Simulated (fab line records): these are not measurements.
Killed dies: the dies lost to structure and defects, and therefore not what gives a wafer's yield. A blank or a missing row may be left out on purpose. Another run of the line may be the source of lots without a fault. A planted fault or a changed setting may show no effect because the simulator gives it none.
Lot-split experiment	flow berkeley cmos170	route with 331 steps; 5 lots, 23 wafers read

## ABOUT THE SPLIT
At UCB170_ACTIVE_CVD_05 (deposits Si3N4 from SiH2Cl2/NH3, target thk 220 nm, time 3300 s), the setting pressure mtorr was moved away from the recipe's 200 mTorr on 20 of the 23 wafers read, by -13.2% to +14.1%. All remaining wafers had this setting at the recipe value.

The split's own step is where the reading is taken.

## THE READING
Si3N4_of_ACTIVE_CVD_05.thk nm (the simulator's own value, which no gauge read), in nm, at UCB170_ACTIVE_CVD_05 (deposits Si3N4 from SiH2Cl2/NH3, target thk 220 nm, time 3300 s). No usual value for it is given in the file. The 3 wafers here that ran the recipe average 223.1 nm, standard deviation 0.25 nm.

wafer	tool, chamber at the split	pressure mtorr as run, mTorr	against the recipe	Si3N4_of_ACTIVE_CVD_05.thk nm, nm	against lot-mates on the recipe
L075.1	-, -	216.9	+8.5%	227.7	no lot-mate on the recipe
L075.2	-, -	216.9	+8.5%	228.6	no lot-mate on the recipe
L075.4	-, -	216.9	+8.5%	228.2	no lot-mate on the recipe
L075.5	-, -	216.9	+8.5%	229.9	no lot-mate on the recipe
L075.6	-, -	216.9	+8.5%	229.4	no lot-mate on the recipe
L078.1	-, -	228.2	+14.1%	225.1	no lot-mate on the recipe
L078.2	-, -	228.2	+14.1%	223.7	no lot-mate on the recipe
L078.3	-, -	228.2	+14.1%	224.5	no lot-mate on the recipe
L078.5	-, -	228.2	+14.1%	226.8	no lot-mate on the recipe
L078.6	-, -	228.2	+14.1%	224.7	no lot-mate on the recipe
L080.1	lpcvd-02, 0	200	recipe	223.4	-
L080.3	lpcvd-02, 0	200	recipe	222.8	-
L080.6	lpcvd-02, 0	200	recipe	223.2	-
L081.1	-, -	173.7	-13.2%	211.7	no lot-mate on the recipe
L081.2	-, -	173.7	-13.2%	211	no lot-mate on the recipe
L081.3	-, -	173.7	-13.2%	212.4	no lot-mate on the recipe
L081.4	-, -	173.7	-13.2%	212.2	no lot-mate on the recipe
L081.5	-, -	173.7	-13.2%	211.6	no lot-mate on the recipe
L083.1	-, -	185	-7.5%	217.2	no lot-mate on the recipe
L083.2	-, -	185	-7.5%	213.9	no lot-mate on the recipe
L083.3	-, -	185	-7.5%	216.6	no lot-mate on the recipe
L083.4	-, -	185	-7.5%	216.3	no lot-mate on the recipe
L083.5	-, -	185	-7.5%	215.8	no lot-mate on the recipe

THE FIT
A straight line over all 23 wafers: Si3N4_of_ACTIVE_CVD_05.thk nm changes by +0.564 nm for each +1% of pressure mtorr; r = +0.91; the points scatter about the line by 2.8 nm.
Too few moved wafers have a lot-mate on the recipe to fit a line with each lot's own level taken away.

## THE FILE'S OWN FIT
Si3N4_of_ACTIVE_CVD_05.thk nm changes by +0.564 nm for each +1% of pressure mtorr, r = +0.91.
